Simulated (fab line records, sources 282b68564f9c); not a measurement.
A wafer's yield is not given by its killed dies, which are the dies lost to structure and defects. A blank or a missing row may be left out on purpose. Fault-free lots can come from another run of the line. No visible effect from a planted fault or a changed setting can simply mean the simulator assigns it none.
Struck lot and sound lot, side by side ; flow rit_cmos ; 34 out of 202 route steps
Sound: wafers L677.1, L677.5, L677.6. Wafers L691.1, L691.2, L691.3 were the ones struck. The cause is given at the end.
At each step with rows: each side's tool, then ch and its chambers, then its first start. Under that, the readings that differ: sound wafers ; struck wafers ; difference of the means ; sigmas: that difference in standard deviations of wafers without a fault.
alike: same words and numbers on both sides, and readings whose means sit less than 2 such deviations apart. not compared: any withheld reading, any reading some wafer has no value for, any bound like >300 that may hide the same value, and any number with overlapping values for which the record gives no deviation.
Wherever a step has rows on one side only, a row that says differs or no value, or a row with sigmas, the two part there. When numbers do not overlap yet have no deviation, they are printed without sigmas and do not part them. Lack of a reading on every wafer of one side parts them only where that side has two or more wafers.

first, 2 steps without rows for these wafers: RIT_SPACER_CLEAN_02 (cleans in SC2, time 600 s); RIT_SPACER_CVD_03 (deposits Si3N4 from SiH2Cl2/NH3, target thk 250 nm, time 3300 s).
RIT_SPACER_THK_MEAS_04:
  sound on film_metro-04, day 3 08:19; struck on film_metro-01, day 6 07:01
  alike: SPACER_NITRIDE_THK
RIT_SPACER_ETCHBACK_05: etches Si3N4 in SF6/CHF3, stops on SiO2, target depth 250 nm, time 240 s.
  sound on rie_diel-04 ch 0,1, day 3 08:23; struck on rie_diel-04 ch 0,1,3, day 6 07:04
  alike: drypump_motor_current_A, oes_product_au, throttle_valve_pct
  not compared: rf_hours_counter_h
then, 6 steps without rows for these wafers: RIT_NSD_HMDS_00 (prime time 60 s); RIT_NSD_COAT_01 (resist thk 1000 nm); RIT_NSD_SOFTBAKE_02 (time 60 s); RIT_NSD_EXPOSE_03 (exposes mask M9, target cd 40700 nm); RIT_NSD_PEB_04; RIT_NSD_DEVELOP_05 (develop time 50 s).
RIT_NSD_OVL_MEAS_06:
  sound on overlay-01, day 3 09:23; struck on overlay-01, day 6 08:12
  alike: NSD_OVL
then, 1 step without rows for these wafers: RIT_NSD_HARDBAKE_07 (time 60 s).
RIT_NSD_IMPLANT_08:
  sound on implanter-03 ch 0, day 3 09:34; struck on implanter-02 ch 0, day 6 08:23
  alike: beam_energy_keV, tilt_deg
RIT_NSD_STRIP_09: strips in O2, time 180 s.
  sound on plasma_asher-02 ch 0,1, day 3 09:43; struck on plasma_asher-02 ch 0,1, day 6 08:32
  alike: drypump_motor_current_A
  not compared: rf_hours_counter_h
RIT_NSD_TW_MEAS_10:
  sound on film_metro-01, day 3 09:54; struck on film_metro-04, day 6 08:43
reading;sound;struck;difference;sigmas
NSD_TW;3078 3091 3084;3132 3135 3142;+52;+2
then, 6 steps without rows for these wafers: RIT_PSD_HMDS_00 (prime time 60 s); RIT_PSD_COAT_01 (resist thk 1000 nm); RIT_PSD_SOFTBAKE_02 (time 60 s); RIT_PSD_EXPOSE_03 (exposes mask M10, target cd 40900 nm); RIT_PSD_PEB_04; RIT_PSD_DEVELOP_05 (develop time 50 s).
RIT_PSD_OVL_MEAS_06:
  sound on overlay-02, day 3 10:49; struck on overlay-02, day 6 09:37
  alike: PSD_OVL
then, 2 steps without rows for these wafers: RIT_PSD_HARDBAKE_07 (time 60 s); RIT_PSD_IMPLANT_08.
RIT_PSD_STRIP_09: strips in O2, time 180 s.
  sound on plasma_asher-02 ch 0,1, day 3 11:08; struck on plasma_asher-04 ch 0,1, day 6 09:57
  alike: drypump_motor_current_A
  not compared: rf_hours_counter_h
RIT_PSD_TW_MEAS_10:
  sound on film_metro-01, day 3 11:19; struck on film_metro-03, day 6 10:08
  alike: PSD_TW
then, 3 steps without rows for these wafers: RIT_SDANNEAL_CLEAN_00 (cleans in SC1, time 600 s); RIT_SDANNEAL_CLEAN_01 (cleans in dHF, time 30 s); RIT_SDANNEAL_CLEAN_02 (cleans in SC2, time 600 s).
RIT_SDANNEAL_RTA_03: time 5 s.
  sound on rtp_anneal-01 ch 0, day 3 11:49; struck on rtp_anneal-01 ch 0, day 6 10:34
  alike: wafer_temp_C_max
RIT_SDANNEAL_RS_MEAS_04: measures by four-point-probe.
  sound on film_metro-01, day 3 11:52; struck on film_metro-04, day 6 10:37
  alike: PSD_RS
RIT_SDANNEAL_RS_MEAS_05: measures by four-point-probe.
  sound on film_metro-01, day 3 11:59; struck on film_metro-04, day 6 10:44
reading;sound;struck;difference;sigmas
NSD_RS (ohm/sq);84.2 84.2 84.1;- - -;no value on the struck wafers;
RIT_SDANNEAL_RS_MEAS_06: measures by four-point-probe.
  sound on film_metro-01, day 3 12:07; struck on film_metro-04, day 6 10:51
  alike: PLDD_RS
RIT_M1_PROBE_99:
  sound on prober-01, day 3 20:28; struck on prober-01, day 6 19:13
reading;sound;struck;difference;sigmas
model.etest.diode_nplus_pwell.bv_v (V);5.917 5.987 5.947;5.696 5.738 5.781;-0.212;
model.etest.nmos_0p15.bv_v (V);5.498 5.504 5.487;5.352 5.383 5.431;-0.108;
model.etest.nmos_0p3.bv_v (V);5.498 5.504 5.487;5.352 5.383 5.431;-0.108;
model.etest.diode_nplus_pwell.cj_ff_um2;2.073 2.065 2.086;2.159 2.163 2.139;+0.079;
model.etest.diode_nplus_comb.cj_ff_um2;2.62 2.611 2.648;2.713 2.719 2.704;+0.086;
  alike: killed_at_M0_to_M3, killed_at_front_end, killed_dies, killed_open, killed_short

## WHERE THEY PART
Earliest at RIT_NSD_TW_MEAS_10; latest, in this record, at RIT_SDANNEAL_RS_MEAS_05. Later steps at which nothing parts them and some readings are alike: RIT_SDANNEAL_RS_MEAS_06, RIT_M1_PROBE_99.

WHY: what the simulator had put in
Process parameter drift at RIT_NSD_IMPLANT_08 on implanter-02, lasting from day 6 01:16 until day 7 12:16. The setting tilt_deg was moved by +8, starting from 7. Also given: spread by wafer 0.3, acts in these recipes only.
